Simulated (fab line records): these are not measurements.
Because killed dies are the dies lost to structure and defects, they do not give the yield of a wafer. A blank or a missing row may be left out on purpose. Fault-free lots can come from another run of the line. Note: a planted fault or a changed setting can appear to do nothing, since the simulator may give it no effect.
Struck lot and sound lot, side by side ; flow rit-cmos ; 13 steps out of a route of 202
Sound: the wafers L163.2, L163.3, L163.4. Wafers struck: L157.3, L157.5, L157.6. The cause comes at the end.
Per side, at each step with rows, come the tool, then ch with its chambers, and then its first start. Under that, the readings that differ: sound wafers ; struck wafers ; difference of the means ; sigmas: that difference in standard deviations of wafers without a fault.
alike: a reading whose means differ by less than 2 such deviations, as well as words and numbers matching on both sides. not compared: withheld readings; readings where some wafer has no value; bounds like >300 that might hide an equal value; numbers whose values overlap and for which the record gives no deviation.
A row with sigmas, a row that says differs or no value, or rows on one side alone: a step with any of these is where the two part. Numbers that have no deviation but don't overlap get no sigmas and don't part them. A reading that every wafer of one side lacks parts them only if that side has two wafers or more.

RIT_NWELL_TW_MEAS_10:
  struck on film-metro-04, day 3 03:05; sound on film-metro-04, day 4 09:28
  alike: NWELL_TW
then, 6 steps without rows for these wafers: RIT_PWELL_HMDS_00 (prime time 60 s); RIT_PWELL_COAT_01 (resist thk 1300 nm); RIT_PWELL_SOFTBAKE_02 (time 60 s); RIT_PWELL_EXPOSE_03 (exposes mask M3, target cd 43700 nm); RIT_PWELL_PEB_04; RIT_PWELL_DEVELOP_05 (develop time 68 s).
RIT_PWELL_OVL_MEAS_06:
  struck on overlay-02, day 3 04:14; sound on overlay-01, day 4 10:31
  alike: PWELL_OVL
then, 2 steps without rows for these wafers: RIT_PWELL_HARDBAKE_07 (time 120 s); RIT_PWELL_IMPLANT_08.
RIT_PWELL_STRIP_09: strips in O2, time 180 s.
  sound on plasma-asher-01 ch 0,1, day 4 10:57; struck on plasma-asher-01 ch 0,1, day 3 04:50
  alike: drypump-motor-current-A, rf-refl-power-W
  not compared: rf-hours-counter-h
RIT_PWELL_TW_MEAS_10:
  struck on film-metro-02, day 3 04:58; sound on film-metro-02, day 4 11:08
  alike: PWELL_TW
RIT_WELLDRIVE_ANNEAL_00: time 14700 s.
  struck on furnace-03, day 3 05:00; sound on furnace-02 ch 0, day 4 11:13
  no value came back on the struck wafers for run-length-s (s), spike-tc-centre-C (C); on the sound wafers run-length-s (s) reads 18270 18270 18270

== WHERE THEY PART ==
Only at RIT_WELLDRIVE_ANNEAL_00, as far as this record shows.

WHY: what the simulator had put in
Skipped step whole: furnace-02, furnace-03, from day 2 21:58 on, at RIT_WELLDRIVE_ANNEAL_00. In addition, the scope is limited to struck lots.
